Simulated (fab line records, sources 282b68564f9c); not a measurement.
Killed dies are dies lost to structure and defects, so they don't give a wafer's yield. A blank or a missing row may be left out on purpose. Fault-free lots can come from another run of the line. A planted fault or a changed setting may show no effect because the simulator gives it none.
A single fault, viewed from 2 desks | flow ritCmos | each desk holds nothing but its own numbers, with what lay behind them at the end

THE TOOL OWNER'S DESK: implanter-02
RIT_PWELL_IMPLANT_08, tool's own readings: per-lot mean of the sampled wafers with a number, covering each lot this tool ran. Marked OUT: a lot whose mean sits more than 4 standard deviations from the usual mean, which makes it out of limits; the brackets give that distance.
Columns: A = beamEnergyKeV at RIT_PWELL_IMPLANT_08, usual 169.99; B = faradayCurrentUA at RIT_PWELL_IMPLANT_08, usual 223
lot  | first seen here | A                        | B
L116 | day 2 23:37     | 169.96                   | 223
L119 | day 3 17:46     | 169.98                   | 229
L123 | day 4 12:53     | 169.95                   | 229
L124 | day 4 17:31     | 170.02                   | 228
L128 | day 5 16:35     | 119.02 (-99 or more) OUT | 222
L129 | day 5 21:47     | 118.99 (-99 or more) OUT | 222
This desk's verdict: out of limits on L128, L129, starting with L128 at day 5 16:35 (beamEnergyKeV at RIT_PWELL_IMPLANT_08). L116, L119, L123, L124: within limits.

METROLOGY DESK
Means of the sampled wafers that have a number, per lot and without regard to the tool the lot ran on: this is what the gauges read. Marked OUT: a lot whose mean sits more than 4 standard deviations from the usual mean, which makes it out of limits; the brackets give that distance.
Columns: A = PWELL_TW at RIT_PWELL_TW_MEAS_10, usual 956; B = PWELL_RS at RIT_WELLDRIVE_RS_MEAS_02, usual 429.7 ohm/sq; C = PSD_OVL at RIT_PSD_OVL_MEAS_06, usual -0.2 nm
lot  | first seen here | A              | B               | C
L111 | day 2 01:26     | 959            | 429.2           | -1.1
L115 | day 2 20:14     | 956            | 428.1           | 0.2
L116 | day 2 23:56     | 955            | 429.1           | 0.0
L118 | day 3 11:09     | 954            | 430.9           | 0.3
L119 | day 3 18:04     | 953            | 429.2           | 1.4
L120 | day 3 22:32     | 956            | 430.2           | 1.4
L123 | day 4 13:12     | 961            | 430.6           | -0.8
L124 | day 4 17:50     | 962            | 430.6           | 1.8
L127 | day 5 08:20     | 952            | 430.5           | -1.3
L128 | day 5 16:53     | 929 (-5.7) OUT | 442.5 (+14) OUT | -0.3
L129 | day 5 22:07     | 929 (-5.6) OUT | 443.2 (+14) OUT | -0.8
L130 | day 6 01:00     | 957            | 431.4           | -0.7
L132 | day 6 10:40     | 963            | 429.0           | -0.6
L134 | day 6 19:56     | 956            | 429.7           | -1.8
Finding of this desk: L128, L129 out of limits, first seen on L128 at day 5 16:53 (PWELL_TW at RIT_PWELL_TW_MEAS_10). L111, L115, L116, L118, L119, L120, L123, L124, L127, L130, L132, L134: within limits.

PUT TOGETHER
At day 5 16:35, on L128, L129, the tool owner's desk was in a position to raise an alarm.
At day 5 16:53 the metrology desk could have sounded an alarm, on L128, L129.
The lots listed all ran RIT_PWELL_IMPLANT_08 on implanter-02.

WHAT THE SIMULATOR HAD PUT IN
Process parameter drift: implanter-02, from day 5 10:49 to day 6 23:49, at RIT_PWELL_IMPLANT_08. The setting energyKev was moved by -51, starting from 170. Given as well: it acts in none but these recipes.
Lots struck among those shown: L128, L129.
Fault start to first reading out of limits, in hours, per desk: tool owner, 6; metrology, 6.
